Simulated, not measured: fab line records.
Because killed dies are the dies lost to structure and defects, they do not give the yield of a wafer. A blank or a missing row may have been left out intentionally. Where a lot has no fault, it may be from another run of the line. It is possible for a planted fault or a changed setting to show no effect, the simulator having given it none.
fab line records | flow rit_cmos
record: lots: 6 wafers: 18 last_day: 7
route steps=202 shown PLDD@116 SPACER@125 M1@202
lots that met no fault: taken from a fault-free run of the same line
start_h: the number of hours between the record's first day and the start of the first shown wafer of the lot | wait_h: hours since the lot's step before | " identical to the entry in the row above | L1.1+2: a row that stands for several wafers | - no value, or no start given | * or withheld: withheld | < > ~ a bound
route shown NAME@n: a module of which the file shows steps, and the number in the route of the first | usual: mean/standard deviation taken from wafers without a fault | same: alike in all rows | chamber/n: place in a boat | sites: per-site readings | _std_site: how widely they spread, as a standard deviation | _edge_site: outer sites' mean less inner sites' | radius_mm: how far each site lies from the wafer's centre | mask NAME#n: copy n | behind: tool/chamber where the wafer was last shaped | hold: the reason the lot was held/the length of the hold in hours/how it ended | device: which transistor (n, p or np) failed to switch | end of line: tests run on the same wafers once the route is complete | for a step that has no rows: nothing shown but its recipe | killed: count of dies lost to structure and defects at first sort (not the wafer's yield) | map: a wafer's dies, marking killed ones x, the rest . and places with no die _
set.NAME: the run value of the setting; set.NAME@STEP: its run value at that earlier step | model.NAME: the simulator's own value behind a step, which no gauge read
a table for each step, a row for each wafer; lots at some steps of the route
services: the hour from which a tool's chamber was out of use, counted from the record's first day as start_h (under 0 if before that day), plus the number of hours and why
== steps ==
step: RIT_PLDD_SOFTBAKE_02
recipe: resist: NOVOLAK temp_c: 90 time_s: 60
step: RIT_PLDD_EXPOSE_03
recipe: mask_id: M8 na: 0.57 target_cd_nm: 40900 dose_mj: 250
step: RIT_PLDD_PEB_04
recipe: resist: NOVOLAK temp_c: withheld time_s: withheld
step: RIT_PLDD_DEVELOP_05
recipe: resist: NOVOLAK develop_time_s: 50 dev_temp_c: 23
step: RIT_PLDD_OVL_MEAS_06
usual: PLDD_OVL: 0.1/1.4
columns lot.wafer tool chamber start_h wait_h PLDD_OVL[nm]
L346.2 overlay-01 - 53.55 - 0.1
L346.4 " - " " 1.1
L346.6 " - " " 0.5
L351.2 overlay-02 - 84.53 - 0.3
L351.4 " - " " -1.1
L351.5 " - " " -2.5
L353.1 overlay-01 - 92.16 - 0.9
L353.3 " - " " -0.7
L353.6 " - " " 2.4
L355.1 overlay-02 - 100.11 - -2.2
L355.2 " - " " -0.1
L355.5 " - " " -0.4
L362.2 overlay-01 - 133.40 - 0.5
L362.4 " - " " -1.5
L362.5 " - " " -1.4
L366.3 overlay-01 - 152.36 - 0.2
L366.5 " - " " 1.8
L366.6 " - " " -0.3
step: RIT_PLDD_HARDBAKE_07
recipe: resist: NOVOLAK temp_c: 140 time_s: 60
step: RIT_PLDD_IMPLANT_08
recipe: species: BF2 energy_kev: 20 dose_cm2: 9e+14 tilt_deg: 7
step: RIT_PLDD_STRIP_09
recipe: chemistry: O2 time_s: 180 resist: NOVOLAK platen_temp_c: withheld power_w: 500 pressure_mtorr: 4000 o2_flow_sccm: 4000
usual: drypump_motor_current_A: 5.80/0.16 rf_refl_power_W: 5.8/1.2
columns lot.wafer tool chamber start_h wait_h drypump_motor_current_A rf_hours_counter_h rf_refl_power_W
L346.2 plasma_asher-03 1 53.88 0.1 5.63 41 4.2
L346.4 " 1 " " 5.65 - 4.2
L346.6 " 0 " " 5.78 - 7.1
L351.2 plasma_asher-03 0 84.88 0.1 5.77 44 7.6
L351.4 " 1 " " 5.64 - 4.1
L351.5 " 0 " " 5.78 - 7.4
L353.1 plasma_asher-01 1 92.49 0.1 5.76 45 6.3
L353.3 " 1 " " 5.78 - 5.9
L353.6 " 0 " " 5.82 - 5.3
L355.1 plasma_asher-03 0 100.44 0.1 5.75 46 7.3
L355.2 " 1 " " 5.64 46 4.4
L355.5 " 0 " " 5.76 - 7.5
L362.2 plasma_asher-01 1 133.73 0.1 5.78 50 6.0
L362.4 " 1 " " 5.79 - 5.7
L362.5 " 1 " " 5.77 - 5.8
L366.3 plasma_asher-01 0 152.95 0.1 5.80 - 5.1
L366.5 " 1 " " 5.78 - 6.0
L366.6 " 0 " " 5.80 - 5.4
step: RIT_PLDD_TW_MEAS_10
usual: PLDD_TW: 2346/28
columns lot.wafer tool chamber start_h wait_h PLDD_TW
L346.2 film_metro-04 - 54.07 0.1 2372
L346.4 " - " " 2361
L346.6 " - " " 2373
L351.2 film_metro-02 - 85.06 0.1 2326
L351.4 " - " " 2323
L351.5 " - " " 2329
L353.1 film_metro-04 - 92.67 0.1 2376
L353.3 " - " " 2372
L353.6 " - " " 2372
L355.1 film_metro-04 - 100.65 0.1 2389
L355.2 " - " " 2394
L355.5 " - " " 2396
L362.2 film_metro-02 - 133.91 0.1 2317
L362.4 " - " " 2320
L362.5 " - " " 2322
L366.3 film_metro-03 - 153.09 0.1 2344
L366.5 " - " " 2335
L366.6 " - " " 2335
step: RIT_SPACER_CLEAN_00
recipe: chemistry: SC1 mix: 3:3:50 time_s: 600 temp_c: 75
step: RIT_SPACER_CLEAN_01
recipe: chemistry: dHF dilution: 50:1 time_s: 30
step: RIT_SPACER_CLEAN_02
recipe: chemistry: SC2 mix: 3:3:50 time_s: 600 temp_c: 75 dry: n2_spin
step: RIT_SPACER_CVD_03
recipe: material: Si3N4 target_thk_nm: 250 temp_c: 810 precursor: SiH2Cl2/NH3 time_s: 3300 pressure_mtorr: 300 sih2cl2_flow_sccm: 60 nh3_flow_sccm: 150
columns lot.wafer tool chamber start_h wait_h model.Si3N4_of_SPACER_CVD_03.thk_nm
L346.2 lpcvd-01 1 54.53 0.0 252.1
L346.4 " 1 " " 252.7
L346.6 " 1 " " 250.3
L351.2 lpcvd-02 1 85.48 0.0 253.5
L351.4 " 1 " " 251.3
L351.5 " 1 " " 251.9
L353.1+6 lpcvd-01 1 93.35 0.3 403.8
L353.3 " 1 " " 406.1
L355.1 lpcvd-01 1 101.07 0.0 402.9
L355.2 " 1 " " 405
L355.5 " 1 " " 406.2
L362.2 lpcvd-02 1 134.33 0.0 252.4
L362.4 " 1 " " 251.6
L362.5 " 1 " " 250.2
L366.3 lpcvd-02 0 153.51 0.0 254
L366.5 " 0 " " 255.8
L366.6 " 0 " " 257.3
step: RIT_SPACER_THK_MEAS_04
recipe: reads: Si3N4_of_SPACER_CVD_03
usual: SPACER_NITRIDE_THK: 252.1/2.8
columns lot.wafer tool chamber start_h wait_h SPACER_NITRIDE_THK[nm]
L346.2 film_metro-01 - 56.46 0.0 252.3
L346.4 " - " " 252.8
L346.6 " - " " 250.3
L351.2 film_metro-02 - 87.40 0.0 253.4
L351.4 " - " " 251.5
L351.5 " - " " 251.9
L353.1 film_metro-03 - 96.22 0.0 403.9
L353.3 " - " " 406.2
L353.6 " - " " 403.5
L355.1 film_metro-01 - 102.99 0.0 402.9
L355.2 " - " " 404.6
L355.5 " - " " 405.9
L362.2 film_metro-01 - 136.26 0.0 252.5
L362.4 " - " " 251.4
L362.5 " - " " 250.2
L366.3 film_metro-03 - 155.45 0.0 254.1
L366.5 " - " " 255.7
L366.6 " - " " 257.7
step: RIT_SPACER_ETCHBACK_05
recipe: target_depth_a: 2500 SF6_flow_sccm: 30 CHF3_flow_sccm: 30 target: Si3N4 chemistry: SF6/CHF3 pressure_mtorr: 40 rf_w: 250 time_s: 240 stop_on: SiO2
usual: drypump_motor_current_A: 5.9/0.41 oes_product_au: 0.850/0.012 throttle_valve_pct: 10.31/0.12
columns lot.wafer tool chamber start_h wait_h drypump_motor_current_A oes_product_au rf_hours_counter_h throttle_valve_pct model.Si3N4_of_SPACER_CVD_03.thk_nm model.etch.depth_nm
L346.2 rie_diel-01 1 56.51 0.0 5.6 0.865 2 10.55 198.9 252.1
L346.4 " 0 " " 5.6 0.869 163 10.27 198.8 252.7
L346.6 " 1 " " 5.6 0.856 - 10.54 197.5 250.3
L351.2 rie_diel-04 2 87.45 0.0 5.5 0.853 1 10.11 200 253.5
L351.4 " 1 " " 5.6 0.836 40 10.24 196.9 251.3
L351.5 " 1 " " 5.6 0.846 - 10.24 197.3 251.9
L353.1 rie_diel-02 0 96.28 0.1 6.5 0.967 150 10.29 318.5 305.4
L353.3 " 1 " " 6.1 0.984 123 10.40 317.3 316
L353.6 " 3 " " 5.8 1.003 - 10.50 316.8 311.3
L355.1 rie_diel-01 2 103.05 0.1 6.4 1.022 44 10.28 313.3 321.4
L355.2 " 1 " " 5.6 0.999 3 10.58 319.4 305.7
L355.5 " 2 " " 6.4 1.025 - 10.27 315.9 321.3
L362.2 rie_diel-04 0 136.31 0.0 6.5 0.865 145 10.41 197.9 252.4
L362.4 " 3 " " 5.8 0.842 70 10.40 196.9 251.6
L362.5 " 2 " " 5.4 0.848 - 10.13 196.7 250.2
L366.3 rie_diel-02 3 155.49 0.0 5.8 0.867 66 10.46 199.2 254
L366.5 " 3 " " 5.8 0.863 - 10.45 201.4 255.8
L366.6 " 1 " " 6.1 0.853 - 10.34 201.5 257.3
step: RIT_M1_PROBE_99
usual: killed_at_contacts: 0.1/0.36 killed_at_front_end: 7/3.1 killed_dies: 7/3.1 killed_on_rim: 1.9/1.4 killed_open: 3.6/2.1 killed_short: 3.2/1.9
same: gross_dies: 264 killed_at_M0_to_M3: 0 killed_at_M4_up: 0 killed_at_back_side: 0 killed_at_other: 0
columns lot.wafer tool chamber start_h wait_h killed_at_contacts killed_at_front_end killed_dies killed_on_rim killed_open killed_short
L346.2 prober-02 - 68.20 0.1 0 10 10 2 6 4
L346.4 prober-02 - 68.30 0.2 0 9 9 1 4 5
L346.6 prober-02 - 68.40 0.2 0 4 4 2 1 3
L353.1 prober-01 - 107.44 0.1 0 264 264 70 6 0
L353.3 prober-01 - 107.54 0.2 0 264 264 70 0 1
L353.6 prober-01 - 107.69 0.2 0 264 264 70 2 2
L355.1 prober-01 - 114.36 0.1 0 264 264 70 4 2
L355.2 prober-01 - 114.41 0.1 0 264 264 70 4 3
L355.5 prober-01 - 114.56 0.2 0 264 264 70 6 1
killed by level:class
L346.2 GATE:geometric_particle:short=3 GATE:geometric_particle:open=2 ACTIVE:geometric_particle:open=1 FOX1:geometric_particle:open=1 FOX2:geometric_particle:short=1 SILICIDE:geometric_particle:open=1 STARTING-WAFER:geometric_particle:open=1
L346.4 GATE:geometric_particle:short=3 FOX1:geometric_particle:short=1 FOX1:geometric_particle:open=1 GATE:geometric_particle:open=1 REOX:geometric_particle:open=1 SILICIDE:geometric_particle:short=1 SILICIDE:geometric_particle:open=1
L346.6 GATE:geometric_particle:short=2 GATE:geometric_particle:open=1 REOX:geometric_particle:short=1
L353.1 SPACER:area_etchback=258 GATE:geometric_particle:open=2 REOX:geometric_particle:open=2 FOX2:geometric_particle:open=1 SILICIDE:geometric_particle:open=1
L353.3 SPACER:area_etchback=263 REOX:geometric_particle:short=1
L353.6 SPACER:area_etchback=260 GATE:geometric_particle:open=2 GATE:geometric_particle:short=1 SPACER:geometric_particle:short=1
L355.1 SPACER:area_etchback=258 GATE:geometric_particle:open=3 REOX:geometric_particle:open=1 SPACER:geometric_particle:short=1 SILICIDE:geometric_particle:short=1
L355.2 SPACER:area_etchback=257 FOX1:geometric_particle:open=2 GATE:geometric_particle:open=2 GATE:geometric_particle:short=2 SPACER:geometric_particle:short=1
L355.5 SPACER:area_etchback=257 GATE:geometric_particle:open=3 FOX1:geometric_particle:open=2 GATE:geometric_particle:short=1 SPACER:geometric_particle:open=1
map L353.1 (x killed, . not)
________xxxxxxx_______
_____xxxxxxxxxxxxx____
____xxxxxxxxxxxxxxx___
___xxxxxxxxxxxxxxxxx__
__xxxxxxxxxxxxxxxxxxx_
__xxxxxxxxxxxxxxxxxxx_
_xxxxxxxxxxxxxxxxxxxxx
_xxxxxxxxxxxxxxxxxxxxx
_xxxxxxxxxxxxxxxxxxxxx
_xxxxxxxxxxxxxxxxxxxxx
__xxxxxxxxxxxxxxxxxxx_
__xxxxxxxxxxxxxxxxxxx_
___xxxxxxxxxxxxxxxxx__
____xxxxxxxxxxxxxxx___
_____xxxxxxxxxxxxx____
________xxxxxxx_______
map L355.1 (x killed, . not)
________xxxxxxx_______
_____xxxxxxxxxxxxx____
____xxxxxxxxxxxxxxx___
___xxxxxxxxxxxxxxxxx__
__xxxxxxxxxxxxxxxxxxx_
__xxxxxxxxxxxxxxxxxxx_
_xxxxxxxxxxxxxxxxxxxxx
_xxxxxxxxxxxxxxxxxxxxx
_xxxxxxxxxxxxxxxxxxxxx
_xxxxxxxxxxxxxxxxxxxxx
__xxxxxxxxxxxxxxxxxxx_
__xxxxxxxxxxxxxxxxxxx_
___xxxxxxxxxxxxxxxxx__
____xxxxxxxxxxxxxxx___
_____xxxxxxxxxxxxx____
________xxxxxxx_______
== services ==
columns tool chamber start_h hours kind
rie_diel-04 2 40.29 - clean
rie_diel-04 2 40.29 16.3 scheduled_down
rie_diel-04 2 40.29 16.3 vent_cycle
rie_diel-02 3 55.19 4.0 repair
rie_diel-01 0 81.73 - clean
rie_diel-01 0 81.73 23.5 scheduled_down
rie_diel-01 0 81.73 23.5 vent_cycle
rie_diel-04 1 92.24 16.2 repair
rie_diel-02 2 97.89 - clean
rie_diel-02 2 97.89 17.9 scheduled_down
rie_diel-02 2 97.89 17.9 vent_cycle
rie_diel-02 2 137.07 15.0 repair
rie_diel-01 - 140.59 1.0 repair
rie_diel-02 0 152.06 - clean
rie_diel-02 0 152.06 14.8 scheduled_down
rie_diel-02 0 152.06 14.8 vent_cycle
== key ==
first_sign: step: RIT_SPACER_THK_MEAS_04 reading: SPACER_NITRIDE_THK direction: up sigmas: 54 usual: 252.1 struck: 404.5
effect: step: RIT_SPACER_ETCHBACK_05 reading: oes_product_au direction: up sigmas: 12 usual: 0.850 struck: 1.000
effect: step: RIT_M1_PROBE_99 reading: killed_dies direction: up sigmas: 84 usual: 7 struck: 264
model_effect: step: RIT_SPACER_CVD_03 value: Si3N4_of_SPACER_CVD_03.thk_nm without: 253.2 struck: 404.6
model_effect: step: RIT_SPACER_ETCHBACK_05 value: Si3N4_of_SPACER_CVD_03.thk_nm without: 198.3 struck: 316.9
more_kills_born_at: RIT_SPACER_ETCHBACK_05@rie_diel-02: 781 RIT_SPACER_ETCHBACK_05@rie_diel-01: 772
met_at RIT_SPACER_CVD_03
struck_wafers L353.1,L353.3,L353.6,L355.1,L355.2,L355.5
later_rows_left_out L353.1,L353.3,L353.6,L355.1,L355.2,L355.5
tester_left_out L353,L355
fault: kind: process_parameter_drift tool: lpcvd-01 chamber: 1 onset_h: 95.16 steps: RIT_SPACER_CVD_03 channel: target_thk_nm offset: 151.47 shape: step end_h: 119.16 acts_in: these_recipes_only stated: 250
tester_left_out: of these lots the tester's yield and bins aren't shown, on N5 and GAA mostly nor the transistor test; their killed dies are dies lost to structure and defects alone, not to doping, threshold or leakage, so they don't give the yield
later_rows_left_out: the simulator's readings of these wafers behind a module that went badly wrong aren't trusted and aren't shown, but for the sort
